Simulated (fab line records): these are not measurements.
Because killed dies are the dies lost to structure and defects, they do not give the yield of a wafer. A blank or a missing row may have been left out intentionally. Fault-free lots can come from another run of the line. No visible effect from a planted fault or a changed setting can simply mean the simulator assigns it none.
fab line records    flow berkeley-cmos170
record lots=14  wafers=42  last-day=12
route steps=331 shown NLDD@167 M1@251 V1@257 V2@308
lots untouched by any fault: they come from a run of this same line in which no faults occurred
start-h: start of the lot's first displayed wafer, in hours after the record's first day    wait-h: hours since the lot's step before    " same as the row above    L1.1+2: a row that stands for several wafers    - no value, or no start was given    * or withheld: withheld    < > ~ a bound
route shown NAME@n: names a module that has steps shown in the file, with the first one's number in the route    usual: mean and standard deviation over wafers with no fault    same: alike in all rows    chamber/n: place in a boat    sites: each site's reading    _std_site: standard deviation of those values    _edge_site: mean of outer sites minus mean of inner sites    radius-mm: for every site, how far away it sits from the centre of the wafer    mask NAME#n: copy n    behind: tool/chamber where the wafer was last shaped    hold: what put the lot on hold/how long, in hours/how the hold closed    device: names the non-switching transistor (n, p or np)    end of line: the tests these same wafers got at the end of their route    step lacking rows: just its recipe    killed: count of dies lost to structure and defects at first sort (not the wafer's yield)    map: per-die view of a wafer (x killed, . not killed, _ where there is no die)
set.NAME: setting as actually run; set.NAME@STEP: the setting as run at that earlier step    model.NAME: the simulator's own value behind a step, which no gauge read
route steps across a sampled set of lots; one table per step, one row per wafer
services: a tool's chamber out of use, with start hour (start-h, from the record's first day; less than 0 if before it), hours out, and reason
## steps
# step UCB170_NLDD_IMPLANT_09
# recipe species=As  dose-cm2=5e+13  energy-kev=30  tilt-deg=7  rotation-deg=180
# usual dose-ions-cm2=5.001e+13/5.5e+10  faraday-current-uA=159/3.1
lot.wafer  tool          chamber  start-h  wait-h  dose-ions-cm2  faraday-current-uA
L126.1     implanter-01  0        139.58   0.1     5.006e+13      163
L126.2     "             0        "        "       5.004e+13      156
L126.3     "             0        "        "       4.995e+13      156
L125.1     implanter-04  0        139.78   0.1     4.998e+13      164
L125.2     "             0        "        "       4.997e+13      165
L125.3     "             0        "        "       4.99e+13       156
L127.2     implanter-02  0        163.09   0.1     4.992e+13      160
L127.3     "             0        "        "       4.991e+13      162
L127.5     "             0        "        "       4.999e+13      163
L129.3     implanter-04  0        167.91   0.1     5.003e+13      154
L129.5     "             0        "        "       4.991e+13      165
L129.6     "             0        "        "       4.996e+13      160
L130.1     implanter-02  0        168.32   0.1     4.999e+13      157
L130.5     "             0        "        "       5.001e+13      159
L130.6     "             0        "        "       4.995e+13      158
L133.4     implanter-04  0        189.36   0.1     5.009e+13      162
L133.5     "             0        "        "       5.011e+13      163
L133.6     "             0        "        "       5e+13          160
L136.3     implanter-02  0        194.19   0.1     7.253e+13      228
L136.4     "             0        "        "       7.251e+13      225
L136.5     "             0        "        "       7.252e+13      235
L138.2     implanter-02  0        218.72   0.1     7.252e+13      226
L138.3     "             0        "        "       7.255e+13      223
L138.6     "             0        "        "       7.251e+13      227
L143.1     implanter-04  0        225.04   0.1     5.008e+13      158
L143.2     "             0        "        "       5.01e+13       158
L143.6     "             0        "        "       5.007e+13      165
L142.2     implanter-01  0        226.22   0.1     4.999e+13      153
L142.4     "             0        "        "       4.995e+13      154
L142.5     "             0        "        "       4.994e+13      152
L140.1     implanter-04  0        226.47   0.1     5.005e+13      158
L140.2     "             0        "        "       5.01e+13       163
L140.3     "             0        "        "       4.998e+13      162
L144.2     implanter-01  0        247.45   0.1     4.99e+13       158
L144.3     "             0        "        "       5.003e+13      157
L144.4     "             0        "        "       4.993e+13      161
L147.1     implanter-01  0        254.84   0.1     5e+13          157
L147.4     "             0        "        "       5.006e+13      158
L147.5     "             0        "        "       5.004e+13      157
L146.1     implanter-04  0        255.24   0.1     4.999e+13      160
L146.4     "             0        "        "       4.992e+13      160
L146.5     "             0        "        "       4.998e+13      161
# step UCB170_NLDD_TW_MEAS_11
# usual NLDD_TW=2197/21
lot.wafer  tool           chamber  start-h  wait-h  NLDD_TW
L126.1     film-metro-03  -        139.83   0.1     2180
L126.2     "              -        "        "       2175
L126.3     "              -        "        "       2170
L125.1     film-metro-04  -        140.07   0.1     2209
L125.2     "              -        "        "       2206
L125.3     "              -        "        "       2209
L127.2     film-metro-04  -        163.33   0.1     2189
L127.3     "              -        "        "       2195
L127.5     "              -        "        "       2187
L129.3     film-metro-04  -        168.13   0.1     2207
L129.5     "              -        "        "       2204
L129.6     "              -        "        "       2204
L130.1     film-metro-04  -        168.57   0.1     2199
L130.5     "              -        "        "       2196
L130.6     "              -        "        "       2200
L133.4     film-metro-04  -        189.57   0.1     2206
L133.5     "              -        "        "       2205
L133.6     "              -        "        "       2204
L136.3     film-metro-03  -        194.41   0.1     2283
L136.4     "              -        "        "       2294
L136.5     "              -        "        "       2294
L138.2     film-metro-04  -        218.96   0.1     2311
L138.3     "              -        "        "       2302
L138.6     "              -        "        "       2300
L143.1     film-metro-03  -        225.29   0.1     2181
L143.2     "              -        "        "       2164
L143.6     "              -        "        "       2182
L142.2     film-metro-03  -        226.46   0.1     2167
L142.4     "              -        "        "       2177
L142.5     "              -        "        "       2176
L140.1     film-metro-01  -        226.72   0.1     2242
L140.2     "              -        "        "       2246
L140.3     "              -        "        "       2244
L144.2     film-metro-04  -        247.68   0.1     2200
L144.3     "              -        "        "       2192
L144.4     "              -        "        "       2205
L147.1     film-metro-04  -        255.09   0.1     2209
L147.4     "              -        "        "       2200
L147.5     "              -        "        "       2198
L146.1     film-metro-04  -        255.49   0.1     2192
L146.4     "              -        "        "       2207
L146.5     "              -        "        "       2191
# step UCB170_SDANNEAL_RS_MEAS_05
# recipe thk-meas-gauge=four-point-probe
# usual NLDD_RS=616.1/1.6
lot.wafer  tool           chamber  start-h  wait-h  NLDD_RS[ohm/sq]
L125.1     film-metro-01  -        151.48   0.1     615.6
L125.2     "              -        "        "       615.0
L125.3     "              -        "        "       615.6
L126.1     film-metro-04  -        151.88   0.1     616.0
L126.2     "              -        "        "       616.5
L126.3     "              -        "        "       616.8
L127.2     film-metro-03  -        174.41   0.1     616.2
L127.3     "              -        "        "       617.4
L127.5     "              -        "        "       617.4
L129.3     film-metro-04  -        179.94   0.1     617.8
L129.5     "              -        "        "       616.4
L129.6     "              -        "        "       618.3
L130.1     film-metro-04  -        180.38   0.1     617.9
L130.5     "              -        "        "       617.8
L130.6     "              -        "        "       617.3
L133.4     film-metro-03  -        200.76   0.1     616.7
L133.5     "              -        "        "       616.9
L133.6     "              -        "        "       616.7
L136.3     film-metro-01  -        204.56   0.1     538.4
L136.4     "              -        "        "       539.3
L136.5     "              -        "        "       537.1
L138.2     film-metro-03  -        233.09   0.1     537.1
L138.3     "              -        "        "       537.7
L138.6     "              -        "        "       537.3
L143.1     film-metro-01  -        236.99   0.1     613.4
L143.2     "              -        "        "       614.6
L143.6     "              -        "        "       613.1
L140.1     film-metro-03  -        237.37   0.1     616.0
L140.2     "              -        "        "       615.5
L140.3     "              -        "        "       617.0
L142.2     film-metro-01  -        237.73   0.1     614.4
L142.4     "              -        "        "       615.5
L142.5     "              -        "        "       614.9
L144.2     film-metro-03  -        259.39   0.1     618.4
L144.3     "              -        "        "       619.0
L144.4     "              -        "        "       616.8
L147.1     film-metro-04  -        265.38   0.1     618.0
L147.4     "              -        "        "       616.1
L147.5     "              -        "        "       618.3
L146.1     film-metro-03  -        265.64   0.1     615.4
L146.4     "              -        "        "       615.6
L146.5     "              -        "        "       616.6
# step UCB170_M1_STRIP_13
# recipe chemistry=O2  power-w=400  pressure-mtorr=3500  platen-temp-c=withheld  o2-flow-sccm=400  overash-fraction=0.5
# usual drypump-motor-current-A=5.9/0.6  oes-product-au=0.720/0.0048
lot.wafer  tool             chamber  start-h  wait-h  drypump-motor-current-A  oes-product-au  rf-hours-counter-h
L125.1     plasma-asher-04  0        158.32   0.1     5.1                      0.727           40
L125.2     "                1        "        "       6.6                      0.721           40
L125.3     "                1        "        "       6.7                      0.722           -
L126.1     plasma-asher-02  0        160.17   0.1     6.3                      0.716           38
L126.2     "                1        "        "       5.9                      0.716           38
L126.3     "                1        "        "       5.9                      0.718           -
L127.2     plasma-asher-04  1        180.99   0.1     6.6                      0.718           42
L127.3     "                0        "        "       5.1                      0.721           -
L127.5     "                0        "        "       5.1                      0.720           -
L129.3     plasma-asher-02  0        188.22   0.1     6.2                      0.720           -
L129.5     "                0        "        "       6.2                      0.725           -
L129.6     "                1        "        "       5.9                      0.724           -
L130.1     plasma-asher-02  0        188.91   0.1     6.2                      0.720           40
L130.5     "                1        "        "       5.9                      0.726           -
L130.6     "                0        "        "       6.2                      0.719           -
L133.4     plasma-asher-04  1        208.84   0.1     6.6                      0.725           -
L133.5     "                1        "        "       6.6                      0.724           -
L133.6     "                0        "        "       5.1                      0.717           -
L136.3     plasma-asher-01  0        216.68   0.1     6.4                      0.718           -
L136.4     "                1        "        "       5.1                      0.711           -
L136.5     "                1        "        "       5.1                      0.710           -
L138.2     plasma-asher-01  0        239.76   0.1     6.4                      0.729           13
L138.3     "                1        "        "       5.1                      0.731           -
L138.6     "                1        "        "       5.1                      0.728           -
L143.1     plasma-asher-04  1        247.07   0.1     6.6                      0.718           50
L143.2     "                0        "        "       5.1                      0.720           50
L143.6     "                1        "        "       6.6                      0.717           -
L142.2     plasma-asher-02  1        247.62   0.1     6.0                      0.721           46
L142.4     "                0        "        "       6.2                      0.722           -
L142.5     "                0        "        "       6.2                      0.715           -
L140.1     plasma-asher-01  0        248.32   0.1     6.4                      0.720           14
L140.2     "                1        "        "       5.1                      0.716           14
L140.3     "                1        "        "       5.1                      0.725           -
L144.2     plasma-asher-01  0        266.11   0.1     6.4                      0.712           16
L144.3     "                0        "        "       6.4                      0.721           -
L144.4     "                1        "        "       5.1                      0.725           -
L147.1     plasma-asher-02  0        272.46   0.1     6.3                      0.710           49
L147.4     "                0        "        "       6.2                      0.720           -
L147.5     "                1        "        "       5.9                      0.727           -
L146.1     plasma-asher-04  1        273.03   0.1     6.6                      0.722           52
L146.4     "                0        "        "       5.1                      0.725           -
L146.5     "                0        "        "       5.0                      0.722           -
# step UCB170_V1_BOW_MEAS_03
# recipe mode=bow
# usual V1_BOW=19/6.4
lot.wafer  tool           chamber  start-h  wait-h  V1_BOW[um]
L125.1     film-metro-02  -        160.39   0.2     17
L125.2     "              -        "        "       21
L125.3     "              -        "        "       26
L126.1     film-metro-01  -        162.23   0.2     21
L126.2     "              -        "        "       31
L126.3     "              -        "        "       17
L127.2     film-metro-01  -        184.17   0.3     8
L127.3     "              -        "        "       14
L127.5     "              -        "        "       15
L129.3     film-metro-01  -        190.38   0.1     29
L129.5     "              -        "        "       28
L129.6     "              -        "        "       13
L130.1     film-metro-02  -        191.59   0.2     31
L130.5     "              -        "        "       23
L130.6     "              -        "        "       22
L133.4     film-metro-03  -        211.59   0.3     11
L133.5     "              -        "        "       8
L133.6     "              -        "        "       18
L136.3     film-metro-03  -        218.78   0.2     7
L136.4     "              -        "        "       5
L136.5     "              -        "        "       12
L138.2     film-metro-02  -        242.67   0.1     11
L138.3     "              -        "        "       21
L138.6     "              -        "        "       27
L143.1     film-metro-03  -        249.14   0.2     20
L143.2     "              -        "        "       21
L143.6     "              -        "        "       20
L142.2     film-metro-01  -        250.49   0.3     19
L142.4     "              -        "        "       7
L142.5     "              -        "        "       26
L140.1     film-metro-03  -        250.77   0.2     18
L140.2     "              -        "        "       21
L140.3     "              -        "        "       23
L144.2     film-metro-01  -        268.80   0.3     11
L144.3     "              -        "        "       18
L144.4     "              -        "        "       17
L147.1     film-metro-01  -        274.53   0.2     13
L147.4     "              -        "        "       20
L147.5     "              -        "        "       24
L146.1     film-metro-01  -        275.86   0.1     10
L146.4     "              -        "        "       13
L146.5     "              -        "        "       30
# step UCB170_V2_CD_MEAS_90
# recipe target-cd-nm=700
# usual cd-nm=700.5/1.5
lot.wafer  tool       chamber  start-h  wait-h  cd-nm
L125.1     cd-sem-01  -        168.84   0.1     699.6
L125.2     "          -        "        "       698.2
L125.3     "          -        "        "       701.2
L126.1     cd-sem-02  -        172.22   0.1     698.7
L126.2     "          -        "        "       700.9
L126.3     "          -        "        "       698.6
L127.2     cd-sem-01  -        193.06   0.1     701.2
L127.3     "          -        "        "       700.8
L127.5     "          -        "        "       699.6
L129.3     cd-sem-02  -        199.29   0.1     701.1
L129.5     "          -        "        "       699.6
L129.6     "          -        "        "       700.6
L130.1     cd-sem-02  -        201.55   0.1     700.0
L130.5     "          -        "        "       701.9
L130.6     "          -        "        "       700.4
L133.4     cd-sem-01  -        222.26   0.1     701.5
L133.5     "          -        "        "       700.8
L133.6     "          -        "        "       702.2
L136.3     cd-sem-01  -        233.86   0.1     700.5
L136.4     "          -        "        "       701.7
L136.5     "          -        "        "       701.0
L138.2     cd-sem-01  -        255.94   0.1     701.7
L138.3     "          -        "        "       702.8
L138.6     "          -        "        "       702.2
L143.1     cd-sem-01  -        257.86   0.1     704.2
L143.2     "          -        "        "       701.2
L143.6     "          -        "        "       702.1
L142.2     cd-sem-02  -        258.87   0.1     700.9
L142.4     "          -        "        "       700.4
L142.5     "          -        "        "       700.7
L140.1     cd-sem-01  -        259.51   0.1     700.2
L140.2     "          -        "        "       699.4
L140.3     "          -        "        "       699.3
L144.2     cd-sem-02  -        275.85   0.1     701.5
L144.3     "          -        "        "       701.0
L144.4     "          -        "        "       701.3
L147.1     cd-sem-01  -        283.27   0.1     702.7
L147.4     "          -        "        "       701.8
L147.5     "          -        "        "       701.4
L146.1     cd-sem-02  -        284.41   0.1     702.6
L146.4     "          -        "        "       701.6
L146.5     "          -        "        "       702.2
## services
tool             chamber  start-h  hours  kind
plasma-asher-01  0        117.75   -      clean
plasma-asher-01  1        117.75   -      clean
implanter-01     -        160.28   3.7    pm
implanter-01     -        173.82   3.3    pm
plasma-asher-01  -        219.53   4.8    repair
plasma-asher-02  -        223.58   2.8    repair
implanter-02     -        238.13   5.5    pm
implanter-04     -        238.79   2.3    repair
implanter-02     -        243.59   3.2    pm
## key
first-sign step=UCB170_NLDD_IMPLANT_09  reading=dose-ions-cm2  direction=up  sigmas=99+  usual=5.001e+13  struck=7.252e+13
effect step=UCB170_NLDD_IMPLANT_09  reading=faraday-current-uA  direction=up  sigmas=22  usual=159  struck=227
effect step=UCB170_NLDD_TW_MEAS_11  reading=NLDD_TW  direction=up  sigmas=4.7  usual=2197  struck=2297
effect step=UCB170_SDANNEAL_RS_MEAS_05  reading=NLDD_RS  direction=down  sigmas=50  usual=616.1  struck=537.8
met-at UCB170_NLDD_IMPLANT_09
struck-lots L136,L138
tester-left-out L136,L138
not-acting-at UCB170_M1_STRIP_13,UCB170_V1_BOW_MEAS_03,UCB170_V2_CD_MEAS_90
onset-between 168.32 194.19
fault kind=process-parameter-drift  tool=implanter-02  chamber=-  onset-h=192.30  steps=UCB170_NLDD_IMPLANT_09  channel=dose-cm2  offset=2.25e+13  shape=step  end-h=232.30  acts-in=these-recipes-only  stated=5e+13
# tester-left-out: of these lots the tester's yield and bins aren't shown, on N5 and GAA mostly nor the transistor test; their killed dies are dies lost to structure and defects alone, not to doping, threshold or leakage, so they don't give the yield
